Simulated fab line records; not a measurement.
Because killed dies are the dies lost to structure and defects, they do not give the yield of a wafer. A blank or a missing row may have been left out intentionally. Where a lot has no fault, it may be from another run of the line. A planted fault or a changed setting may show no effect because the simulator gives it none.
Split-lot experiment | flow berkeleyCmos170 | 5 lots, 23 wafers read, on a route of 331 steps

== THE SPLIT ITSELF ==
At UCB170_NWELL_IMPLANT_14, the setting energyKev was moved away from the recipe's 150 on 5 of the 23 wafers read, by -2.0% to +5.5%. All remaining wafers had this setting at the recipe value.

The split's own step is where the reading is taken.

== THE READING ==
The simulator's own value implant.drpNm, read by no gauge, in nm at UCB170_NWELL_IMPLANT_14. The file does not state a usual value for it.

wafer  | tool, chamber at the split | energyKev as run | against the recipe | implant.drpNm, nm | against lot-mates on the recipe
L077.1 | implanter-02, 0            | 150              | recipe             | 62.72             | -
L077.6 | implanter-02, 0            | 150              | recipe             | 62.72             | -
L077.2 | implanter-02, 0            | 158.3            | +5.5%              | 65.3              | +2.58
L077.4 | implanter-02, 0            | 158.3            | +5.5%              | 65.3              | +2.58
L077.5 | implanter-02, 0            | 158.3            | +5.5%              | 65.3              | +2.58
L081.1 | implanter-03, 0            | 150              | recipe             | 62.72             | -
L081.2 | implanter-03, 0            | 150              | recipe             | 62.72             | -
L081.6 | implanter-03, 0            | 150              | recipe             | 62.72             | -
L082.1 | implanter-02, 0            | 147              | -2.0%              | 61.75             | -0.97
L082.2 | implanter-02, 0            | 147              | -2.0%              | 61.75             | -0.97
L082.4 | implanter-02, 0            | 150              | recipe             | 62.72             | -
L082.5 | implanter-02, 0            | 150              | recipe             | 62.72             | -
L082.6 | implanter-02, 0            | 150              | recipe             | 62.72             | -
L084.1 | implanter-03, 0            | 150              | recipe             | 62.72             | -
L084.3 | implanter-03, 0            | 150              | recipe             | 62.72             | -
L084.4 | implanter-03, 0            | 150              | recipe             | 62.72             | -
L084.5 | implanter-03, 0            | 150              | recipe             | 62.72             | -
L084.6 | implanter-03, 0            | 150              | recipe             | 62.72             | -
L085.1 | implanter-03, 0            | 150              | recipe             | 62.72             | -
L085.2 | implanter-03, 0            | 150              | recipe             | 62.72             | -
L085.4 | implanter-03, 0            | 150              | recipe             | 62.72             | -
L085.5 | implanter-03, 0            | 150              | recipe             | 62.72             | -
L085.6 | implanter-03, 0            | 150              | recipe             | 62.72             | -

FIT RESULTS
A straight line over all 23 wafers: implant.drpNm changes by +0.468 nm for each +1% of energyKev; r = +1.00; the points scatter about the line by 0.01 nm.
The same after taking each lot's own level away (the mean of its wafers on the recipe; 23 wafers): +0.468 nm for each +1%; r = +1.00; scatter 0.01 nm.
According to that fit, moving energyKev by its largest amount changes the reading by 2.6 nm.
The lots' own levels span 62.720 to 62.720 nm.
So the lot-to-lot level changes the slope little: the two slopes agree.
Check: for one of the wafers moved furthest among these (+5.5%), held out of the fit, the line's prediction against its lot-mates is +2.59 nm. Against them it came out at +2.58 nm.

== THESE WAFERS: OTHER SPLITS ==
These wafers also went through other splits before the reading. Each is held against what the fit with the lots' levels taken away leaves over:
other split on the same wafers    | wafers away from the commonest value | r with implant.drpNm (lot level and that fit taken away)
UCB170_START_OXIDATION_02 oxTimeS | 10                                   | +0.53

== THE WHOLE CHAIN: every reading that the file lists as answering this split, in the file's order ==
step                    | what it does | reading                                                        | change (the file's fit)               | r (the file's)
UCB170_NWELL_IMPLANT_14 |              | implant.rpNm (the simulator's own value, which no gauge read)  | +1.94 nm for each +1% of the setting  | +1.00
UCB170_NWELL_IMPLANT_14 |              | implant.drpNm (the simulator's own value, which no gauge read) | +0.468 nm for each +1% of the setting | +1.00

== THE FILE'S OWN FIT ==
implant.drpNm changes by +0.468 nm for each +1% of energyKev, r = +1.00.
